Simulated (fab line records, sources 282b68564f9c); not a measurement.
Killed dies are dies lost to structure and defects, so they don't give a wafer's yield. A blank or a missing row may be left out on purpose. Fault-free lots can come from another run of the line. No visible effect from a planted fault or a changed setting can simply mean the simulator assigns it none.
Matching of chambers || flow rit_cmos || 4 sister chambers for RIT_GATE_ETCH_19 on rie_si-01
The step etches poly-Si in SF6/CHF3/O2, stops on SiO2, time 165 s, target depth 312.5 nm. 8 wafers are shown with their chamber, then 7 later ones without.

== WAFERS PAIRED WITH THEIR CHAMBERS ==
{"wafer": "L778.2", "chamber": 1, "drypump_motor_current_A (A)": 5.75, "throttle_valve_pct (%)": 10.43}
{"wafer": "L778.6", "chamber": 3, "drypump_motor_current_A (A)": 5.76, "throttle_valve_pct (%)": 9.96}
{"wafer": "L788.3", "chamber": 1, "drypump_motor_current_A (A)": 5.75, "throttle_valve_pct (%)": 10.46}
{"wafer": "L790.3", "chamber": 2, "drypump_motor_current_A (A)": 5.65, "throttle_valve_pct (%)": 10.43}
{"wafer": "L790.5", "chamber": 0, "drypump_motor_current_A (A)": 5.30, "throttle_valve_pct (%)": 10.38}
{"wafer": "L790.6", "chamber": 3, "drypump_motor_current_A (A)": 5.74, "throttle_valve_pct (%)": 9.94}
{"wafer": "L792.3", "chamber": 2, "drypump_motor_current_A (A)": 5.65, "throttle_valve_pct (%)": 10.42}
{"wafer": "L792.5", "chamber": 0, "drypump_motor_current_A (A)": 5.26, "throttle_valve_pct (%)": 10.36}

== WAFERS WITHOUT THEIR CHAMBER ==
{"wafer": "L792.6", "drypump_motor_current_A (A)": 5.73, "throttle_valve_pct (%)": 10.44}
{"wafer": "L794.1", "drypump_motor_current_A (A)": 5.75, "throttle_valve_pct (%)": 9.93}
{"wafer": "L794.3", "drypump_motor_current_A (A)": 5.27, "throttle_valve_pct (%)": 10.38}
{"wafer": "L794.6", "drypump_motor_current_A (A)": 5.74, "throttle_valve_pct (%)": 9.94}
{"wafer": "L796.2", "drypump_motor_current_A (A)": 5.76, "throttle_valve_pct (%)": 9.95}
{"wafer": "L796.5", "drypump_motor_current_A (A)": 5.31, "throttle_valve_pct (%)": 10.39}
{"wafer": "L796.6", "drypump_motor_current_A (A)": 5.73, "throttle_valve_pct (%)": 9.95}

== WHICH CHAMBER EACH WENT THROUGH ==
{"wafer": "L792.6", "from the rows above": 1, "in truth": 1}
{"wafer": "L794.1", "from the rows above": 3, "in truth": 3}
{"wafer": "L794.3", "from the rows above": 0, "in truth": 0}
{"wafer": "L794.6", "from the rows above": 3, "in truth": 3}
{"wafer": "L796.2", "from the rows above": 3, "in truth": 3}
{"wafer": "L796.5", "from the rows above": 0, "in truth": 0}
{"wafer": "L796.6", "from the rows above": 3, "in truth": 3}
Correct placement for 7 of the 7. Number that these rows cannot place: 0. Wrongly placed: 0.
How it was worked out, from the rows above alone: a wafer's distance from a chamber is the root of the sum, over the readings, of the square of ((its reading less the chamber's mean) divided by the reading's scatter). The wafer belongs to the nearest chamber; if the next one is less than 2 further off, it can't be placed. A chamber's mean is the mean of its shown wafers. The scatter is the square root of a quotient: the sum, over the shown wafers, of each reading's squared deviation from its chamber's mean, divided by wafers minus chambers.
